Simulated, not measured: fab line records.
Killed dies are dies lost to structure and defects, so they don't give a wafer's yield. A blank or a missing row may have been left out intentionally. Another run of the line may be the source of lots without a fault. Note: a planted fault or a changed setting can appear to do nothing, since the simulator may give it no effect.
Split-lot trial / flow rit_cmos / on a route of 202 steps: 5 lots, 23 wafers read

THE SPLIT ITSELF
At RIT_NSD_COAT_01 (resist thk 1000 nm), the setting resist_thk_nm was moved away from the recipe's 1000 nm on 9 of the 23 wafers read, by -4.2% to +4.0%. All remaining wafers had this setting at the recipe value.

The file shows no step between the split and the reading.

THE READING
NOVOLAK_of_NSD_COAT_01.thk_nm (the simulator's own value, which no gauge read), in nm, at RIT_NSD_HARDBAKE_07 (time 60 s). The file gives no usual value for it. Here, 14 wafers ran the recipe; their average is 884.8 nm with a standard deviation of 2 nm.

wafer=L074.1; tool, chamber at the split=litho_track-02, 0; resist_thk_nm as run, nm=958.4; against the recipe=-4.2%; NOVOLAK_of_NSD_COAT_01.thk_nm, nm=850.3; against lot-mates on the recipe=-34.0
wafer=L074.2; tool, chamber at the split=litho_track-02, 0; resist_thk_nm as run, nm=1000; against the recipe=recipe; NOVOLAK_of_NSD_COAT_01.thk_nm, nm=883.3; against lot-mates on the recipe=-
wafer=L074.3; tool, chamber at the split=litho_track-02, 0; resist_thk_nm as run, nm=1000; against the recipe=recipe; NOVOLAK_of_NSD_COAT_01.thk_nm, nm=885.2; against lot-mates on the recipe=-
wafer=L074.4; tool, chamber at the split=litho_track-02, 0; resist_thk_nm as run, nm=958.4; against the recipe=-4.2%; NOVOLAK_of_NSD_COAT_01.thk_nm, nm=847.6; against lot-mates on the recipe=-36.6
wafer=L074.6; tool, chamber at the split=litho_track-02, 0; resist_thk_nm as run, nm=958.4; against the recipe=-4.2%; NOVOLAK_of_NSD_COAT_01.thk_nm, nm=848.5; against lot-mates on the recipe=-35.8
wafer=L075.1; tool, chamber at the split=litho_track-04, 0; resist_thk_nm as run, nm=1000; against the recipe=recipe; NOVOLAK_of_NSD_COAT_01.thk_nm, nm=882.1; against lot-mates on the recipe=-
wafer=L075.2; tool, chamber at the split=litho_track-04, 0; resist_thk_nm as run, nm=1029; against the recipe=+2.9%; NOVOLAK_of_NSD_COAT_01.thk_nm, nm=909.1; against lot-mates on the recipe=+26.3
wafer=L075.3; tool, chamber at the split=litho_track-04, 0; resist_thk_nm as run, nm=1029; against the recipe=+2.9%; NOVOLAK_of_NSD_COAT_01.thk_nm, nm=907.3; against lot-mates on the recipe=+24.5
wafer=L075.5; tool, chamber at the split=litho_track-04, 0; resist_thk_nm as run, nm=1029; against the recipe=+2.9%; NOVOLAK_of_NSD_COAT_01.thk_nm, nm=909.4; against lot-mates on the recipe=+26.6
wafer=L075.6; tool, chamber at the split=litho_track-04, 0; resist_thk_nm as run, nm=1000; against the recipe=recipe; NOVOLAK_of_NSD_COAT_01.thk_nm, nm=883.5; against lot-mates on the recipe=-
wafer=L077.1; tool, chamber at the split=litho_track-01, 0; resist_thk_nm as run, nm=1000; against the recipe=recipe; NOVOLAK_of_NSD_COAT_01.thk_nm, nm=885.8; against lot-mates on the recipe=-
wafer=L077.2; tool, chamber at the split=litho_track-01, 0; resist_thk_nm as run, nm=1000; against the recipe=recipe; NOVOLAK_of_NSD_COAT_01.thk_nm, nm=887.3; against lot-mates on the recipe=-
wafer=L077.3; tool, chamber at the split=litho_track-01, 0; resist_thk_nm as run, nm=1000; against the recipe=recipe; NOVOLAK_of_NSD_COAT_01.thk_nm, nm=886.1; against lot-mates on the recipe=-
wafer=L077.5; tool, chamber at the split=litho_track-01, 0; resist_thk_nm as run, nm=1000; against the recipe=recipe; NOVOLAK_of_NSD_COAT_01.thk_nm, nm=883.6; against lot-mates on the recipe=-
wafer=L077.6; tool, chamber at the split=litho_track-01, 0; resist_thk_nm as run, nm=1000; against the recipe=recipe; NOVOLAK_of_NSD_COAT_01.thk_nm, nm=886; against lot-mates on the recipe=-
wafer=L081.1; tool, chamber at the split=litho_track-02, 0; resist_thk_nm as run, nm=1040; against the recipe=+4.0%; NOVOLAK_of_NSD_COAT_01.thk_nm, nm=921.1; against lot-mates on the recipe=+33.4
wafer=L081.2; tool, chamber at the split=litho_track-02, 0; resist_thk_nm as run, nm=1040; against the recipe=+4.0%; NOVOLAK_of_NSD_COAT_01.thk_nm, nm=925.8; against lot-mates on the recipe=+38.0
wafer=L081.4; tool, chamber at the split=litho_track-02, 0; resist_thk_nm as run, nm=1000; against the recipe=recipe; NOVOLAK_of_NSD_COAT_01.thk_nm, nm=889.5; against lot-mates on the recipe=-
wafer=L081.5; tool, chamber at the split=litho_track-02, 0; resist_thk_nm as run, nm=1040; against the recipe=+4.0%; NOVOLAK_of_NSD_COAT_01.thk_nm, nm=926.4; against lot-mates on the recipe=+38.6
wafer=L081.6; tool, chamber at the split=litho_track-02, 0; resist_thk_nm as run, nm=1000; against the recipe=recipe; NOVOLAK_of_NSD_COAT_01.thk_nm, nm=886; against lot-mates on the recipe=-
wafer=L084.4; tool, chamber at the split=litho_track-04, 0; resist_thk_nm as run, nm=1000; against the recipe=recipe; NOVOLAK_of_NSD_COAT_01.thk_nm, nm=883.1; against lot-mates on the recipe=-
wafer=L084.5; tool, chamber at the split=litho_track-04, 0; resist_thk_nm as run, nm=1000; against the recipe=recipe; NOVOLAK_of_NSD_COAT_01.thk_nm, nm=882.6; against lot-mates on the recipe=-
wafer=L084.6; tool, chamber at the split=litho_track-04, 0; resist_thk_nm as run, nm=1000; against the recipe=recipe; NOVOLAK_of_NSD_COAT_01.thk_nm, nm=882.8; against lot-mates on the recipe=-

THE FIT
A straight line over all 23 wafers: NOVOLAK_of_NSD_COAT_01.thk_nm changes by +9.02 nm for each +1% of resist_thk_nm; r = +0.99; the points scatter about the line by 2.6 nm.
The same after taking each lot's own level away (the mean of its wafers on the recipe; 23 wafers): +8.82 nm for each +1%; r = +1.00; scatter 1.5 nm.
According to that fit, moving resist_thk_nm by its largest amount changes the reading by 37 nm.
Measured against the standard deviation above, the lots' own levels, which go from 882.80 to 887.75 nm, span 2.4 times it.
The two slopes are in agreement: the lot-to-lot level therefore moves the slope only a little.
Check: with one of the wafers moved furthest among these (-4.2%) left out of the fit, the line predicts -37 nm for it against its lot-mates. Against them it came out at -34 nm.

OTHER SPLITS ON THESE WAFERS
Before the reading, these wafers also passed through other splits. Each is held against what the fit with the lots' levels taken away leaves over:
other split on the same wafers=RIT_ACTIVE_COAT_06 resist_thk_nm; wafers away from the commonest value=7; r with NOVOLAK_of_NSD_COAT_01.thk_nm (lot level and that fit taken away)=-0.01
other split on the same wafers=RIT_FOX2_OXIDATION_00 temp_c; wafers away from the commonest value=15; r with NOVOLAK_of_NSD_COAT_01.thk_nm (lot level and that fit taken away)=+0.03
other split on the same wafers=RIT_NWELL_SOFTBAKE_02 temp_c; wafers away from the commonest value=11; r with NOVOLAK_of_NSD_COAT_01.thk_nm (lot level and that fit taken away)=+0.04
other split on the same wafers=RIT_NWELL_DEVELOP_05 develop_time_s; wafers away from the commonest value=6; r with NOVOLAK_of_NSD_COAT_01.thk_nm (lot level and that fit taken away)=-0.27
other split on the same wafers=RIT_PRETRO_SOFTBAKE_02 temp_c; wafers away from the commonest value=7; r with NOVOLAK_of_NSD_COAT_01.thk_nm (lot level and that fit taken away)=+0.26
other split on the same wafers=RIT_GATE_WET_ETCH_00 time_s; wafers away from the commonest value=15; r with NOVOLAK_of_NSD_COAT_01.thk_nm (lot level and that fit taken away)=-0.12
other split on the same wafers=RIT_GATE_DEVELOP_15 dev_temp_c; wafers away from the commonest value=7; r with NOVOLAK_of_NSD_COAT_01.thk_nm (lot level and that fit taken away)=+0.15
other split on the same wafers=RIT_NLDD_COAT_01 resist_thk_nm; wafers away from the commonest value=5; r with NOVOLAK_of_NSD_COAT_01.thk_nm (lot level and that fit taken away)=+0.11
other split on the same wafers=RIT_PLDD_COAT_01 resist_thk_nm; wafers away from the commonest value=7; r with NOVOLAK_of_NSD_COAT_01.thk_nm (lot level and that fit taken away)=+0.23
other split on the same wafers=RIT_PLDD_DEVELOP_05 develop_time_s; wafers away from the commonest value=9; r with NOVOLAK_of_NSD_COAT_01.thk_nm (lot level and that fit taken away)=+0.18

THE WHOLE CHAIN: every reading that the file lists as answering this split, in the file's order
step=RIT_NSD_COAT_01; what it does=resist thk 1000 nm; reading=NOVOLAK_of_NSD_COAT_01.thk_nm (the simulator's own value, which no gauge read); change (the file's fit)=+10 nm for each +1% of the setting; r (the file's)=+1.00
step=RIT_NSD_HARDBAKE_07; what it does=time 60 s; reading=NOVOLAK_of_NSD_COAT_01.thk_nm (the simulator's own value, which no gauge read); change (the file's fit)=+8.84 nm for each +1% of the setting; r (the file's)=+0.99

FILE'S OWN FIT
NOVOLAK_of_NSD_COAT_01.thk_nm changes by +8.84 nm for each +1% of resist_thk_nm, r = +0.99.
